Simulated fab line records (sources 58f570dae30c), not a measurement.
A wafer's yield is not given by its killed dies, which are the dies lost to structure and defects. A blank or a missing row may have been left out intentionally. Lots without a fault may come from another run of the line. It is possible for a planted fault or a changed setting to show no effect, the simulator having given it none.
What tool caused it? / flow berkeley-cmos170 / 7 lots, 21 wafers sampled, at 2 steps of a route of 331

WHAT THE GAUGES SHOWED, per wafer
UCB170_FIELD_THK_MEAS_91.
lot=L731; measured=day 6 01:38; on=film-metro-01; FIELD_OXIDE_LEFT_2_THK (nm)=351 370 361
lot=L734; measured=day 6 17:32; on=film-metro-02; FIELD_OXIDE_LEFT_2_THK (nm)=363 364 369
lot=L736; measured=day 7 00:43; on=film-metro-04; FIELD_OXIDE_LEFT_2_THK (nm)=360 356 356
lot=L737; measured=day 7 06:12; on=film-metro-04; FIELD_OXIDE_LEFT_2_THK (nm)=344 353 350
lot=L747; measured=day 9 19:34; on=film-metro-02; FIELD_OXIDE_LEFT_2_THK (nm)=403 407 406
lot=L746; measured=day 9 20:15; on=film-metro-01; FIELD_OXIDE_LEFT_2_THK (nm)=393 394 392
lot=L751; measured=day 10 10:44; on=film-metro-02; FIELD_OXIDE_LEFT_2_THK (nm)=368 365 357

WHAT TOOL EACH LOT RAN ON (gives the tool, then ch and the chambers of the sampled wafers, and finally the start)
lot=L731; UCB170_GATE_WET_ETCH_00=wet-bench-04 ch 2, day 6 01:34
lot=L734; UCB170_GATE_WET_ETCH_00=wet-bench-04 ch 0, day 6 17:29
lot=L736; UCB170_GATE_WET_ETCH_00=wet-bench-04 ch 2, day 7 00:39
lot=L737; UCB170_GATE_WET_ETCH_00=wet-bench-04 ch 3, day 7 06:08
lot=L747; UCB170_GATE_WET_ETCH_00=wet-bench-03 ch 3, day 9 19:29
lot=L746; UCB170_GATE_WET_ETCH_00=wet-bench-04 ch 2, day 9 20:10
lot=L751; UCB170_GATE_WET_ETCH_00=wet-bench-03 ch 1, day 10 10:39
- UCB170_GATE_WET_ETCH_00: etches SiO2 in dHF, time 200 s.

THE ANSWER, worked out from the rows above alone
Rule: the usual values come from the lots themselves. The widest of any qualifying gaps counts: lots, ordered by their means at a reading, are off when they make up no more than a third of the lots, leave a main group of 4 or more, and stand apart from it by 3 or more times the standard deviation of that group's means. The tables above print the reading to a certain number of digits; a main group whose means all agree to those digits is not used. Also off: a lot with no number at a reading for which 4 or more lots have one. The other lots that the step has rows for count as sound.
Off: at UCB170_FIELD_THK_MEAS_91 (FIELD_OXIDE_LEFT_2_THK), L747, L746. Main group: mean 359 nm, sd 5.7.
If a tool, at a process step before that reading, ran all the lots that are off and no sound lot after the first of them, it fits. The gauges at UCB170_FIELD_THK_MEAS_91 are tried like those tools. No candidate that was tried fits.

WHAT HAD BEEN PUT IN BY THE SIMULATOR
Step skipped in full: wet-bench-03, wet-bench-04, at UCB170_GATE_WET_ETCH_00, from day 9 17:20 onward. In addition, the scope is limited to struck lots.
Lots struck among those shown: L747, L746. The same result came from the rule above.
